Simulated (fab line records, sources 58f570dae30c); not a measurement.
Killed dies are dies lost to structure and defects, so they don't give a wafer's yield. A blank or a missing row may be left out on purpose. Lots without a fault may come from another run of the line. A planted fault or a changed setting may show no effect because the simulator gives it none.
Which tool did it? | flow berkeley_cmos170 | 14 lots, 42 wafers sampled, at 3 steps of a route of 331

WHAT THE GAUGES READ, wafer by wafer
UCB170_GATE_THK_MEAS_05.
lot  | measured     | on            | GATE_POLY_THK (nm)
L582 | day 6 19:38  | film_metro-04 | 212.1 211.3 212.2
L583 | day 6 19:42  | film_metro-04 | 214.7 214.0 212.2
L584 | day 6 19:38  | film_metro-02 | 213.1 212.7 213.0
L587 | day 7 19:35  | film_metro-04 | 214.0 214.4 213.3
L585 | day 7 19:34  | film_metro-01 | 211.4 212.3 210.8
L588 | day 7 19:32  | film_metro-04 | 213.7 214.7 215.4
L590 | day 8 13:46  | film_metro-01 | 214.3 215.7 217.3
L591 | day 8 13:45  | film_metro-04 | 214.5 213.5 215.8
L589 | day 8 13:46  | film_metro-02 | 213.9 212.6 212.7
L593 | day 9 14:27  | film_metro-04 | 216.0 218.0 215.9
L595 | day 9 14:31  | film_metro-01 | 217.1 214.2 216.2
L594 | day 9 14:27  | film_metro-01 | 212.0 208.8 210.0
L597 | day 10 02:58 | film_metro-04 | 232.8 233.1 233.1 232.8 233.0 233.2
L596 | day 10 02:59 | film_metro-02 | 231.6 232.0 232.4 232.0 231.6 232.5

WHICH TOOL RAN EACH LOT (tool, then ch and the chambers of the sampled wafers, then the start)
lot  | UCB170_ACTIVE_ETCH_15             | UCB170_GATE_CVD_04
L582 | rie_diel-04 ch 0,2,3, day 4 12:13 | lpcvd-01 ch 0, day 6 18:13
L583 | rie_diel-03 ch 0,1,2, day 4 20:10 | lpcvd-01 ch 1, day 6 18:13
L584 | rie_diel-04 ch 0,2,3, day 4 20:21 | lpcvd-01 ch 1, day 6 18:13
L587 | rie_diel-03 ch 1,2, day 5 12:43   | lpcvd-02 ch 0, day 7 18:08
L585 | rie_diel-03 ch 0,1,2, day 5 13:07 | lpcvd-02 ch 0, day 7 18:08
L588 | rie_diel-03 ch 1,2, day 5 16:17   | lpcvd-02 ch 0, day 7 18:08
L590 | rie_diel-03 ch 1,2, day 6 00:50   | lpcvd-01 ch 0, day 8 12:21
L591 | rie_diel-02 ch 0,1,2, day 6 01:07 | lpcvd-01 ch 0, day 8 12:21
L589 | rie_diel-04 ch 1,2,3, day 6 01:23 | lpcvd-01 ch 0, day 8 12:21
L593 | rie_diel-02 ch 0,2, day 7 05:20   | lpcvd-01 ch 0, day 9 13:02
L595 | rie_diel-03 ch 2,3, day 7 05:35   | lpcvd-01 ch 1, day 9 13:02
L594 | rie_diel-04 ch 0,2, day 7 05:52   | lpcvd-01 ch 0, day 9 13:02
L597 | rie_diel-02 ch 0,3, day 7 12:58   | lpcvd-01 ch 0, day 10 01:33
L596 | rie_diel-04 ch 2,3, day 7 13:17   | lpcvd-01 ch 0, day 10 01:33
- UCB170_ACTIVE_ETCH_15: etches Si3N4 in CH3F/Ar/O2, stops on SiO2, target depth 242 nm, time 151 s.
- UCB170_GATE_CVD_04: deposits poly-Si from SiH4, time 1440 s, target thk 214 nm.

WHAT THE TOOLS THEMSELVES READ (means of the sampled wafers that have a number; where no wafer has one, the mark that the record gives instead)
UCB170_ACTIVE_ETCH_15.
lot  | tool        | drypump_motor_current_A (A) | oes_product_au (a.u.) | throttle_valve_pct (%)
L582 | rie_diel-04 | 5.74                        | 0.954                 | 7.97
L583 | rie_diel-03 | 5.58                        | 0.933                 | 8.13
L584 | rie_diel-04 | 5.75                        | 0.943                 | 7.98
L587 | rie_diel-03 | 5.53                        | 0.956                 | 8.04
L585 | rie_diel-03 | 5.57                        | 0.947                 | 8.13
L588 | rie_diel-03 | 5.58                        | 0.945                 | 8.12
L590 | rie_diel-03 | 5.52                        | 0.953                 | 8.05
L591 | rie_diel-02 | 5.44                        | 0.933                 | 8.07
L589 | rie_diel-04 | 5.69                        | 0.954                 | 8.02
L593 | rie_diel-02 | 5.35                        | 0.925                 | 8.03
L595 | rie_diel-03 | 5.44                        | 0.940                 | 8.12
L594 | rie_diel-04 | 5.90                        | 0.942                 | 7.84
L597 | rie_diel-02 | 5.80                        | 0.919                 | 8.03
L596 | rie_diel-04 | 5.66                        | 0.960                 | 7.95

UCB170_GATE_CVD_04.
lot  | tool     | zone_power_source_pct (%)
L582 | lpcvd-01 | 10.8
L583 | lpcvd-01 | 12.2
L584 | lpcvd-01 | 12.3
L587 | lpcvd-02 | 12.8
L585 | lpcvd-02 | 12.7
L588 | lpcvd-02 | 12.8
L590 | lpcvd-01 | 10.7
L591 | lpcvd-01 | 10.7
L589 | lpcvd-01 | 10.8
L593 | lpcvd-01 | 10.7
L595 | lpcvd-01 | 12.4
L594 | lpcvd-01 | 10.6
L597 | lpcvd-01 | 10.7
L596 | lpcvd-01 | 10.8

THE ANSWER, worked out from the rows above alone
Rule: what is usual is taken from the lots themselves. Put in order of their means at a reading, lots are off if they are a third of the lots or fewer, leave a main group of 4 or more, and stand apart from it by a gap of 3 or more times the standard deviation of the main group's means; of several such gaps the widest counts. A main group whose means are all the same, to the digits that the tables above print for the reading, isn't used. A lot without any number at a reading at which 4 lots or more have one is off too. The other lots that the step has rows for count as sound. The gauges are gone through in route order, then the tools' own readings, and for those a lot's mean is taken as printed above. The first step at which some lot is off is used, and at that step the reading that is off furthest; a lot without a number counts as furthest.
Off: L597, L596, at UCB170_GATE_THK_MEAS_05 (GATE_POLY_THK). The main group: mean 213.7 nm, standard deviation 1.8.
A tool fits if, at a process step before that reading, it ran every lot that is off, and no sound lot after the first of them. The gauges at UCB170_GATE_THK_MEAS_05 are tried like those tools. One fits: lpcvd-01 at UCB170_GATE_CVD_04. Its last sound lot is L593 (day 9 13:02), its first lot that is off L596 (day 10 01:33): a fault that began between those two fits.

WHAT THE SIMULATOR HAD PUT IN
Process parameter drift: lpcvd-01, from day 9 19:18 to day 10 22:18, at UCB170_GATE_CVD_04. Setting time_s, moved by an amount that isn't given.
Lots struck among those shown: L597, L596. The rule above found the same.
